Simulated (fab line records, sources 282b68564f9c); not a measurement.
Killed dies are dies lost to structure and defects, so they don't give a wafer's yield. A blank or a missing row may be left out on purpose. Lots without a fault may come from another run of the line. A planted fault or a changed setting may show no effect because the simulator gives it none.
Which tool did it? | flow rit_cmos | 7 lots, 21 wafers sampled, at 2 steps of a route of 202

WHAT THE GAUGES READ, wafer by wafer
RIT_PLDD_TW_MEAS_10.
lot  | measured    | on            | PLDD_TW
L479 | day 3 10:17 | film_metro-01 | 2363 2351 2362
L482 | day 4 03:13 | film_metro-01 | 2366 2362 2355
L486 | day 4 19:04 | film_metro-04 | 1460 1471 1471
L491 | day 5 17:56 | film_metro-01 | 2349 2354 2357
L494 | day 6 09:01 | film_metro-02 | 2305 2305 2312
L498 | day 7 20:49 | film_metro-02 | 2315 2303 2311
L501 | day 8 05:48 | film_metro-04 | 2327 2332 2325

WHICH TOOL RAN EACH LOT (tool, then ch and the chambers of the sampled wafers, then the start)
lot  | RIT_PLDD_IMPLANT_08
L479 | implanter-02 ch 0, day 3 09:57
L482 | implanter-02 ch 0, day 4 02:54
L486 | implanter-01 ch 0, day 4 18:46
L491 | implanter-02 ch 0, day 5 17:37
L494 | implanter-02 ch 0, day 6 08:44
L498 | implanter-02 ch 0, day 7 20:31
L501 | implanter-02 ch 0, day 8 05:29
- RIT_PLDD_IMPLANT_08

THE ANSWER, worked out from the rows above alone
Rule: what is usual is taken from the lots themselves. Put in order of their means at a reading, lots are off if they are a third of the lots or fewer, leave a main group of 4 or more, and stand apart from it by a gap of 3 or more times the standard deviation of the main group's means; of several such gaps the widest counts. A main group whose means are all the same, to the digits that the tables above print for the reading, isn't used. A lot without any number at a reading at which 4 lots or more have one is off too. The other lots that the step has rows for count as sound.
Off: L486, at RIT_PLDD_TW_MEAS_10 (PLDD_TW). The main group: mean 2336, standard deviation 22.
A tool fits if, at a process step before that reading, it ran every lot that is off, and no sound lot after the first of them. The gauges at RIT_PLDD_TW_MEAS_10 are tried like those tools. One fits: implanter-01 at RIT_PLDD_IMPLANT_08. It ran no sound lot before its first lot that is off in this sample, so the start can't be narrowed down.

WHAT THE SIMULATOR HAD PUT IN
Process parameter drift: implanter-01, from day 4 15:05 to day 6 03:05, at RIT_PLDD_IMPLANT_08. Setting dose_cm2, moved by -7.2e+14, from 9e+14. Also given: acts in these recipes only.
Lots struck among those shown: L486. The rule above found the same.
